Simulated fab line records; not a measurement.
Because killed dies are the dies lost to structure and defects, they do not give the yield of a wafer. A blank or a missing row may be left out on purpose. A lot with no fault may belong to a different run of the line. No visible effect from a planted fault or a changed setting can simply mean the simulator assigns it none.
Which of the tools did it? -- flow berkeleyCmos170 -- 11 lots with 33 wafers sampled at 3 steps, on a route of 331 steps

## WHAT EACH GAUGE READ, for each wafer
UCB170_ACTIVE_CD_MEAS_90 targets a cd of 1200 nm.
lot,measured,on,cdNm (nm)
L905,day 4 21:10,cdSem-01,1199.2 1199.1 1201.3
L906,day 5 05:43,cdSem-01,1199.2 1201.6 1201.3
L907,day 5 11:22,cdSem-02,1202.8 1202.3 1201.9
L908,day 5 11:38,cdSem-02,1197.9 1199.0 1198.4
L910,day 5 19:26,cdSem-01,1200.8 1200.7 1199.6
L913,day 6 18:47,cdSem-02,1201.2 1200.9 1199.6
L914,day 7 02:40,cdSem-01,1200.9 1200.5 1201.8
L920,day 8 13:11,cdSem-02,1200.8 1201.6 1201.0
L921,day 8 13:31,cdSem-02,1197.8 1197.6 1196.9
L922,day 8 13:43,cdSem-01,1199.5 1197.7 1199.2
L925,day 9 13:34,cdSem-02,1199.6 1199.0 1198.6

UCB170_PLDD_CD_MEAS_06 targets a cd of 1200 nm.
lot,measured,on,cdNm (nm)
L905,day 7 16:58,cdSem-02,1200.5 1199.8 1199.2
L906,day 8 03:43,cdSem-01,1198.7 1199.5 1199.3
L907,day 8 04:10,cdSem-01,1200.3 1201.3 1201.0
L908,day 8 03:55,cdSem-02,1199.8 1201.0 1200.6
L910,day 8 18:38,cdSem-02,1201.1 1202.4 1202.3
L913,day 9 02:28,cdSem-02,1199.3 1200.5 1197.8
L914,day 9 19:50,cdSem-01,1201.1 1200.0 1198.7
L920,day 11 06:04,cdSem-02,1198.6 1198.3 1198.0
L921,day 11 05:45,cdSem-02,1200.6 1201.1 1201.3
L922,day 11 04:46,cdSem-01,1200.5 1200.2 1200.3
L925,day 11 22:24,cdSem-02,1201.9 1202.5 1200.0

## EACH LOT AND THE TOOL THAT RAN IT (in order: tool; ch and the chambers of the sampled wafers; start)
lot,UCB170_GATE_ETCH_14
L905,"rieDiel-04 ch 2,3, day 7 15:18"
L906,"rieDiel-02 ch 2,3, day 8 02:14"
L907,"rieDiel-02 ch 0,1, day 8 02:35"
L908,"rieDiel-04 ch 2,3, day 8 02:28"
L910,"rieDiel-04 ch 1,2,3, day 8 17:04"
L913,"rieDiel-02 ch 0,1,3, day 9 00:58"
L914,"rieDiel-02 ch 1,2,3, day 9 18:16"
L920,"rieDiel-04 ch 2,3, day 11 03:55"
L921,"rieDiel-03 ch 0,2, day 11 03:52"
L922,"rieDiel-04 ch 1,2,3, day 11 03:07"
L925,"rieDiel-04 ch 1,2, day 11 20:48"
- UCB170_GATE_ETCH_14: etches BARC in N2/H2.

## AS READ BY THE TOOLS THEMSELVES (means over the sampled wafers that have a number; for cases with no such wafer, the mark the record gives instead)
UCB170_GATE_ETCH_14.
lot,tool,biasW (W),drypumpMotorCurrentA (A),oesProductAu (a.u.),throttleValvePct (%)
L905,rieDiel-04,99.82,6.0,1.021,13.27
L906,rieDiel-02,100.12,6.0,0.978,13.34
L907,rieDiel-02,99.82,5.4,1.039,13.13
L908,rieDiel-04,99.71,5.6,0.995,13.40
L910,rieDiel-04,99.98,5.7,1.005,13.19
L913,rieDiel-02,103.06,5.7,1.023,13.09
L914,rieDiel-02,102.87,5.9,1.019,13.25
L920,rieDiel-04,100.10,6.0,1.014,13.28
L921,rieDiel-03,100.20,5.6,0.999,13.16
L922,rieDiel-04,100.18,5.7,0.998,13.19
L925,rieDiel-04,100.11,6.0,1.020,13.07

## THE ANSWER, worked out from the rows above alone
Rule: the lots themselves supply what counts as usual. The widest of any qualifying gaps counts: lots, ordered by their means at a reading, are off when they make up no more than a third of the lots, leave a main group of 4 or more, and stand apart from it by 3 or more times the standard deviation of that group's means. If all means in a main group match to the digits the tables above print for the reading, that group is not used. Also off: a lot with no number at a reading for which 4 or more lots have one. All remaining lots with rows at the step are treated as sound. The gauges are gone through in route order, then the tools' own readings, and for those a lot's mean is taken as printed above. The first step at which some lot is off is used, and at that step the reading that is off furthest; a lot without a number counts as furthest.
Off, at UCB170_GATE_ETCH_14 on biasW: L913, L914. Main group: mean 100.00 W, sd 0.17.
If a tool, at that step or one of the process steps before it, ran each lot that is off and ran no sound lot following the first of them, it fits. One fits: UCB170_GATE_ETCH_14 on rieDiel-02. Its last sound lot is L907 (day 8 02:35), its first lot that is off L913 (day 9 00:58): a fault that began between those two fits.
The tool's own readings at UCB170_GATE_ETCH_14 bear it out: on the lots that are off they differ by more than 5 times the standard deviation of the sound lots' means. biasW reads 102.97 W there against 100.00 W on the sound lots.

## WHAT THE SIMULATOR HAD PUT IN
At UCB170_GATE_ETCH_14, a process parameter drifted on rieDiel-02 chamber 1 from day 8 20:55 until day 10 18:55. Setting biasW shifted by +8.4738 from 100. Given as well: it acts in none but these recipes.
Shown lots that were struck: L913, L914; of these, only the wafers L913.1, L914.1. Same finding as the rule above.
